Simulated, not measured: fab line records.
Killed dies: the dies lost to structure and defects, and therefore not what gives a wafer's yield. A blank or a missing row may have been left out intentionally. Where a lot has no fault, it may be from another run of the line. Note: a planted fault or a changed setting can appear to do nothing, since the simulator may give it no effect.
A struck lot beside a sound one || flow berkeley-cmos170 || 14 steps out of a route of 331
Sound: the wafers L568.2, L568.3, L568.4. Wafers L560.1, L560.3, L560.5 were the ones struck. At the end, the cause is stated.
Order at every step that has rows: each side's tool, ch and its chambers, its first start. Under that, the readings that differ: sound wafers || struck wafers || difference of the means || sigmas: that difference in standard deviations of wafers without a fault.
alike: a reading whose means differ by less than 2 such deviations, as well as words and numbers matching on both sides. not compared: withheld readings; readings where some wafer has no value; bounds like >300 that might hide an equal value; numbers whose values overlap and for which the record gives no deviation.
Wherever a step has rows on one side only, a row that says differs or no value, or a row with sigmas, the two part there. Numbers that don't overlap but have no deviation are shown without sigmas and don't part them. A reading missing from all wafers of one side parts the sides only when that side holds two or more wafers.

UCB170_M2_STRIP_07: strips in O2.
  sound on plasma-asher-02 ch 0,1, day 11 00:41; struck on plasma-asher-02 ch 0, day 9 17:55
  alike: chamber-pressure-mTorr, drypump-motor-current-A, oes-product-au, strip-time-to-endpoint-s
  not compared: rf-hours-counter-h
then, 7 steps without rows for these wafers: UCB170_M2_STRIP_08 (strips KrF in DMSO, time 600 s); UCB170_M2_COAT_09; UCB170_M2_COAT_10 (resist thk 900 nm); UCB170_M2_SOFTBAKE_11 (time 60 s); UCB170_M2_EXPOSE_12 (exposes mask METAL2, target cd 700 nm); UCB170_M2_PEB_13; UCB170_M2_DEVELOP_14 (develop time 45 s).
UCB170_M2_CD_MEAS_15: the cd target is 700 nm.
  struck on cd-sem-01, day 9 19:07; sound on cd-sem-02, day 11 02:09
  alike: cd-nm
UCB170_M2_OVL_MEAS_16:
  struck on overlay-02, day 9 19:14; sound on overlay-02, day 11 02:15
  alike: M2_OVL
UCB170_M2_ETCH_17: etches BARC in N2/H2.
  sound on rie-diel-02 ch 0,1,2, day 11 02:17; struck on rie-diel-04 ch 2,3, day 9 19:16
{"reading": "n2-flow-sccm (sccm)", "sound": "99.9 99.7 99.8", "struck": "100.5 100.1 100.7", "difference": "+0.6", "sigmas": "+2"}
{"reading": "throttle-valve-pct (%)", "sound": "13.33 13.02 13.08", "struck": "13.63 13.33 13.65", "difference": "+0.39", "sigmas": "+3"}
  alike: drypump-motor-current-A, oes-product-au
UCB170_M2_METAL_ETCH_18: etches Al in Cl2/BCl3, stops on SiO2, target depth 1170 nm, time 195 s.
  sound on rie-metal-04 ch 0,1, day 11 02:19; struck on rie-metal-01 ch 1, day 9 19:18
{"reading": "drypump-motor-current-A (A)", "sound": "5.0 5.1 5.0", "struck": "5.9 5.9 5.9", "difference": "+0.9", "sigmas": "+3"}
  alike: he-backside-leak-sccm, oes-product-au, throttle-valve-pct
  not compared: rf-hours-counter-h
UCB170_M2_STRIP_19: strips in O2.
  sound on plasma-asher-02 ch 0,1, day 11 02:31; struck on plasma-asher-02 ch 0, day 9 19:41
  no value came back on the struck wafers for chamber-pressure-mTorr (mTorr), drypump-motor-current-A (A), oes-product-au (a.u.); on the sound wafers chamber-pressure-mTorr (mTorr) reads 3499.6 3503.8 3499.0
{"reading": "model.KrF_of_M2_COAT_10.thk-nm (nm)", "sound": "0 0 0", "struck": "207.3 209.2 209", "difference": "+208.5", "sigmas": ""}
  not compared: rf-hours-counter-h
UCB170_M2_CD_MEAS_90: the cd target is 700 nm.
  struck on cd-sem-01, day 9 19:47; sound on cd-sem-02, day 11 02:38
  alike: cd-nm

## WHERE THEY PART
First at UCB170_M2_ETCH_17; last, within this record, at UCB170_M2_STRIP_19. Later steps at which nothing parts them and some readings are alike: UCB170_M2_CD_MEAS_90.

WHY: whatever the simulator had introduced
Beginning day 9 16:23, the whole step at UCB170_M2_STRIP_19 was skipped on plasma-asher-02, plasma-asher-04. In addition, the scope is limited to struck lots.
